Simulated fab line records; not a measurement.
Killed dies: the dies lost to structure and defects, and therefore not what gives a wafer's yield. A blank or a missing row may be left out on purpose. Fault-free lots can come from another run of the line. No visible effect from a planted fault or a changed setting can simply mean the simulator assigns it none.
Chamber matching | flow rit cmos | RIT_SPACER_ETCHBACK_05 on rie diel-01 has 4 sister chambers
The step etches Si3N4 in SF6/CHF3, stops on SiO2, target depth 250 nm, time 240 s. 14 wafers are shown with their chamber, then 7 later ones without.

## WAFERS, EACH WITH ITS CHAMBER
wafer  | chamber | throttle valve pct (%) | drypump motor current A (A) | run length s (s)
L185.1 | 3       | 10.62                  | 6.0                         | 268.9
L185.3 | 1       | 10.33                  | 5.1                         | 267.8
L185.4 | 2       | 10.18                  | 6.2                         | 268.0
L190.2 | 2       | 10.19                  | 6.1                         | 267.8
L190.3 | 1       | 10.32                  | 5.0                         | 267.7
L190.5 | 3       | 10.61                  | 6.0                         | 269.7
L193.4 | 0       | 10.20                  | 5.7                         | 268.7
L193.5 | 2       | 10.15                  | 6.1                         | 268.0
L193.6 | 1       | 10.32                  | 5.0                         | 267.8
L195.2 | 3       | 10.61                  | 6.0                         | 268.8
L195.3 | 1       | 10.33                  | 5.0                         | 268.2
L195.4 | 3       | 10.61                  | 6.0                         | 269.0
L202.1 | 2       | 10.18                  | 6.1                         | 267.9
L202.4 | 0       | 10.20                  | 5.7                         | 268.6

SIGNATURES, as means of the wafers listed above
reading                 | chamber 0 | chamber 1 | chamber 2 | chamber 3 | scatter within a chamber
throttle valve pct      | 10.2000   | 10.3250   | 10.1750   | 10.6125   | 0.0104
drypump motor current A | 5.700     | 5.025     | 6.125     | 6.000     | 0.0387
run length s            | 268.650   | 267.875   | 267.925   | 269.100   | 0.261
Rule: for each reading, subtract the chamber's mean from the wafer's reading, divide by that reading's scatter and square the result; add these up over the readings and take the root, which gives the wafer's distance from the chamber. The wafer belongs to the nearest chamber; if the next one is less than 2 further off, it can't be placed. How the scatter is found: for the shown wafers, subtract from each reading the mean of its chamber, square and add these, divide the total by (wafers less chambers), then take the root.

## WAFERS WITH NO CHAMBER GIVEN
wafer  | throttle valve pct (%) | drypump motor current A (A) | run length s (s)
L202.6 | 10.33                  | 5.0                         | 267.9
L204.1 | 10.19                  | 5.7                         | 268.8
L204.2 | 10.61                  | 6.0                         | 269.3
L204.4 | 10.16                  | 6.2                         | 268.6
L207.2 | 10.18                  | 6.1                         | 267.9
L207.3 | 10.19                  | 5.7                         | 269.3
L207.5 | 10.17                  | 6.1                         | 267.7

## WHICH CHAMBER EACH ONE RAN IN
wafer  | from the rows above | in truth
L202.6 | 1                   | 1
L204.1 | 0                   | 0
L204.2 | 3                   | 3
L204.4 | 2                   | 2
L207.2 | 2                   | 2
L207.3 | 0                   | 0
L207.5 | 2                   | 2
Correct placement for 7 of the 7. Not placeable from these rows: 0. 0 placed wrongly.
